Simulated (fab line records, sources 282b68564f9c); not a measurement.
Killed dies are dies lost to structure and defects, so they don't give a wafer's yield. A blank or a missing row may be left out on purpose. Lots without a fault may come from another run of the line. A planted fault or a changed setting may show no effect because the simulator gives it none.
fab line records | flow rit_cmos
record lots=7 wafers=21 last_day=7
route steps=202 shown PLDD@122 SPACER@125 NSD@131
lots that met no fault: from a run of the same line without faults
start_h: hours from the record's first day to the start of the lot's first wafer shown | wait_h: hours since the lot's step before | " the same as in the row above | L1.1+2: a row that stands for several wafers | - no value, or no start given | * or withheld: withheld | < > ~ a bound
route shown NAME@n: a module of which the file shows steps, and the number in the route of the first | usual: mean/standard deviation of fault-free wafers | same: alike in all rows | chamber/n: place in a boat | sites: the reading at each site | _std_site: their standard deviation | _edge_site: outer sites' mean less inner sites' | radius_mm: how far each site lies from the wafer's centre | mask NAME#n: copy n | behind: the tool/chamber that last shaped the wafer | hold: why the lot was held/for how many hours/how that ended | device: the transistor (n, p or np) that didn't switch | end of line: the same wafers' tests at the end of the route | a step without rows: its recipe alone | killed: dies lost to structure and defects at the first sort, not the wafer's yield | map: a wafer's dies, x killed, . not, _ none there
set.NAME: the setting as run; set.NAME@STEP: as run at that earlier step | model.NAME: the simulator's own value behind a step, which no gauge read
lots at some steps of the route; a table a step, a row a wafer
services: from which hour (start_h, from the record's first day; less than 0 if before it) a tool's chamber was out of use, for how many hours, and why
## steps
# step RIT_PLDD_IMPLANT_08
# recipe species=BF2 energy_kev=20 dose_cm2=9e+14 tilt_deg=7
# step RIT_PLDD_STRIP_09
# recipe chemistry=O2 time_s=180 resist=NOVOLAK platen_temp_c=withheld power_w=500 pressure_mtorr=4000 o2_flow_sccm=4000
# usual drypump_motor_current_A=5.5/0.52
# columns lot.wafer tool chamber start_h wait_h drypump_motor_current_A rf_hours_counter_h
L717.2 plasma_asher-02 1 49.35 0.1 4.9 39
L717.3 " 1 " " 4.9 -
L717.6 " 1 " " 4.9 -
L722.2 plasma_asher-03 0 79.69 0.1 5.9 30
L722.3 " 1 " " 6.2 -
L722.6 " 0 " " 5.9 -
L723.3 plasma_asher-02 1 79.99 0.1 4.9 -
L723.4 " 0 " " 5.9 -
L723.6 " 1 " " 4.9 -
L724.4 plasma_asher-03 1 85.62 0.1 6.1 -
L724.5 " 0 " " 5.9 -
L724.6 " 1 " " 6.2 -
L733.3 plasma_asher-02 0 130.91 0.1 5.9 -
L733.4 " 1 " " 4.9 -
L733.6 " 1 " " 4.9 -
L734.1 plasma_asher-02 1 138.93 0.1 4.9 49
L734.3 " 0 " " 5.9 -
L734.5 " 0 " " 5.9 -
L739.2 plasma_asher-02 0 165.47 0.1 5.9 52
L739.3 " 1 " " 4.9 -
L739.5 " 1 " " 4.9 -
# step RIT_PLDD_TW_MEAS_10
# usual PLDD_TW=2366/27
# columns lot.wafer tool chamber start_h wait_h PLDD_TW
L717.2 film_metro-02 - 49.53 0.1 2342
L717.3 " - " " 2330
L717.6 " - " " 2342
L722.2 film_metro-02 - 79.88 0.1 2353
L722.3 " - " " 2358
L722.6 " - " " 2338
L723.3 film_metro-02 - 80.13 0.1 2351
L723.4 " - " " 2350
L723.6 " - " " 2342
L724.4 film_metro-04 - 85.76 0.1 2403
L724.5 " - " " 2400
L724.6 " - " " 2399
L733.3 film_metro-02 - 131.05 0.1 2335
L733.4 " - " " 2341
L733.6 " - " " 2352
L734.1 film_metro-02 - 139.10 0.1 2339
L734.3 " - " " 2346
L734.5 " - " " 2350
L739.2 film_metro-01 - 165.66 0.1 2376
L739.3 " - " " 2382
L739.5 " - " " 2381
# step RIT_SPACER_CLEAN_00
# recipe chemistry=SC1 mix=3:3:50 time_s=600 temp_c=75
# step RIT_SPACER_CLEAN_01
# recipe chemistry=dHF dilution=50:1 time_s=30
# step RIT_SPACER_CLEAN_02
# recipe chemistry=SC2 mix=3:3:50 time_s=600 temp_c=75 dry=n2_spin
# step RIT_SPACER_CVD_03
# recipe material=Si3N4 target_thk_nm=250 temp_c=810 precursor=SiH2Cl2/NH3 time_s=3300 pressure_mtorr=300 sih2cl2_flow_sccm=60 nh3_flow_sccm=150
# step RIT_SPACER_THK_MEAS_04
# recipe reads=Si3N4_of_SPACER_CVD_03
# usual SPACER_NITRIDE_THK=250.9/2.1
# columns lot.wafer tool chamber start_h wait_h SPACER_NITRIDE_THK[nm]
L717.2 film_metro-01 - 52.96 0.0 250.0
L717.3 " - " " 252.7
L717.6 " - " " 250.6
L722.2 film_metro-03 - 82.22 0.0 249.2
L722.3 " - " " 248.5
L722.6 " - " " 251.0
L723.3 film_metro-01 - 83.38 0.0 248.1
L723.4 " - " " 246.8
L723.6 " - " " 249.4
L724.4 film_metro-03 - 88.11 0.0 251.9
L724.5 " - " " 250.1
L724.6 " - " " 250.8
L733.3 film_metro-03 - 133.39 0.0 251.7
L733.4 " - " " 250.5
L733.6 " - " " 251.0
L734.1 film_metro-03 - 141.45 0.0 251.5
L734.3 " - " " 250.5
L734.5 " - " " 249.1
L739.2 film_metro-03 - 168.11 0.0 253.9
L739.3 " - " " 252.7
L739.5 " - " " 252.7
# step RIT_SPACER_ETCHBACK_05
# recipe target_depth_a=2500 SF6_flow_sccm=30 CHF3_flow_sccm=30 target=Si3N4 chemistry=SF6/CHF3 pressure_mtorr=40 rf_w=250 time_s=240 stop_on=SiO2
# usual CHF3_flow_sccm=30.01/0.085 drypump_motor_current_A=5.6/0.57 oes_product_au=0.847/0.016 rf_fwd_power_W=249.2/0.76 throttle_valve_pct=10.27/0.16
# columns lot.wafer tool chamber start_h wait_h CHF3_flow_sccm drypump_motor_current_A oes_product_au rf_fwd_power_W rf_hours_counter_h throttle_valve_pct
L717.2 rie_diel-01 1 53.01 0.0 29.90 6.3 0.850 249.3 49 9.95
L717.3 " 3 " " 29.79 5.4 0.867 249.7 4 10.23
L717.6 " 3 " " 29.99 5.5 0.855 248.8 - 10.24
L722.2 rie_diel-04 1 82.27 0.0 30.19 6.4 0.822 249.3 149 10.39
L722.3 " 0 " " 30.19 5.7 0.857 250.3 3 10.54
L722.6 " 0 " " 30.06 5.7 0.861 248.6 - 10.53
L723.3 rie_diel-01 3 83.42 0.0 29.98 5.5 0.856 249.3 4 10.21
L723.4 " 2 " " 30.02 5.5 0.829 248.2 102 10.30
L723.6 " 0 " " 30.00 6.1 0.842 250.2 - 10.40
L724.4 rie_diel-02 0 88.14 0.0 29.94 4.9 0.853 248.1 6 10.06
L724.5 " 2 " " 29.89 5.0 0.825 250.4 - 10.37
L724.6 " 3 " " 30.13 6.5 0.820 249.2 - 10.29
L733.3 rie_diel-02 1 133.43 0.0 30.04 5.9 0.864 249.5 115 10.17
L733.4 " 3 " " 29.99 6.5 0.820 249.2 94 10.30
L733.6 " 0 " " 29.85 5.0 0.851 248.1 - 10.07
L734.1 rie_diel-01 1 141.51 0.1 30.07 6.3 0.862 250.5 51 9.96
L734.3 " 2 " " 29.99 5.5 0.843 248.7 103 10.30
L734.5 " 2 " " 29.98 5.5 0.846 247.9 - 10.31
L739.2 rie_diel-01 3 168.16 0.0 30.11 5.5 0.865 249.7 6 10.24
L739.3 " 2 " " 30.06 5.5 0.856 249.8 104 10.29
L739.5 " 2 " " 30.12 5.5 0.841 249.6 - 10.31
# step RIT_NSD_HMDS_00
# recipe prime_time_s=60 prime_temp_c=140
# step RIT_NSD_COAT_01
# recipe resist=NOVOLAK spin_rpm=3250 resist_thk_nm=1000
# step RIT_NSD_SOFTBAKE_02
# recipe resist=NOVOLAK temp_c=90 time_s=60
# step RIT_NSD_EXPOSE_03
# recipe mask_id=M9 na=0.57 target_cd_nm=40700 dose_mj=250
# usual exposure_dose_mJ_cm2=250.04/0.24 focus_offset_nm=-0.1/0.47
# columns lot.wafer tool chamber start_h wait_h mask exposure_dose_mJ_cm2 focus_offset_nm
L717.2 iline_stepper-02 0 53.63 0.1 M9#0 249.81 -0.3
L717.3 " 0 " " M9#0 249.65 0.3
L717.6 " 0 " " M9#0 249.58 -0.8
L722.2 iline_stepper-02 - 82.89 0.1 M9#0 - -
L722.3 " - " " M9#0 - -
L722.6 " - " " M9#0 - -
L723.3 iline_stepper-01 - 84.18 0.2 M9#0 - -
L723.4 " - " " M9#0 - -
L723.6 " - " " M9#0 - -
L724.4 iline_stepper-01 - 88.92 0.1 M9#0 - -
L724.5 " - " " M9#0 - -
L724.6 " - " " M9#0 - -
L733.3 iline_stepper-02 0 134.07 0.1 M9#0 249.98 0.3
L733.4 " 0 " " M9#0 249.80 -0.3
L733.6 " 0 " " M9#0 250.19 0.4
L734.1 iline_stepper-01 0 142.23 0.2 M9#0 250.15 0.4
L734.3 " 0 " " M9#0 249.95 -0.6
L734.5 " 0 " " M9#0 250.57 -0.3
L739.2 iline_stepper-02 0 168.78 0.1 M9#0 249.94 0.6
L739.3 " 0 " " M9#0 249.96 0.0
L739.5 " 0 " " M9#0 249.91 0.5
# step RIT_NSD_PEB_04
# recipe resist=NOVOLAK temp_c=withheld time_s=withheld
## services
# columns tool chamber start_h hours kind
iline_stepper-02 - 49.76 1.7 pm
rie_diel-04 3 81.63 2.6 repair
rie_diel-02 1 120.62 6.7 repair
rie_diel-01 - 123.80 1.0 repair
iline_stepper-01 0 138.01 - calibration
rie_diel-01 - 148.09 2.8 pm
rie_diel-04 1 150.03 - clean
rie_diel-04 1 150.03 16.1 scheduled_down
rie_diel-04 1 150.03 16.1 vent_cycle
rie_diel-02 3 155.24 2.3 repair
## key
first_sign step=RIT_NSD_EXPOSE_03 reading=tool_record direction=missing
effect none on later readings
met_at RIT_NSD_EXPOSE_03
struck_wafers L722.2,L722.3,L722.6,L723.3,L723.4,L723.6,L724.4,L724.5,L724.6
sort_left_out L722.2,L722.3,L722.6,L723.3,L723.4,L723.6,L724.4,L724.5,L724.6
tester_left_out L722,L723,L724
onset_between 53.63 82.89
fault kind=skipped_step_whole tool=iline_stepper-01,iline_stepper-02 chamber=- onset_h=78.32 steps=RIT_NSD_EXPOSE_03 scope=struck_lots_only
# tester_left_out: of these lots the tester's yield and bins aren't shown, on N5 and GAA mostly nor the transistor test; their killed dies are dies lost to structure and defects alone, not to doping, threshold or leakage, so they don't give the yield
# sort_left_out: the simulated sort isn't trusted on such a fault, so these wafers' sort isn't shown, and their yield isn't known
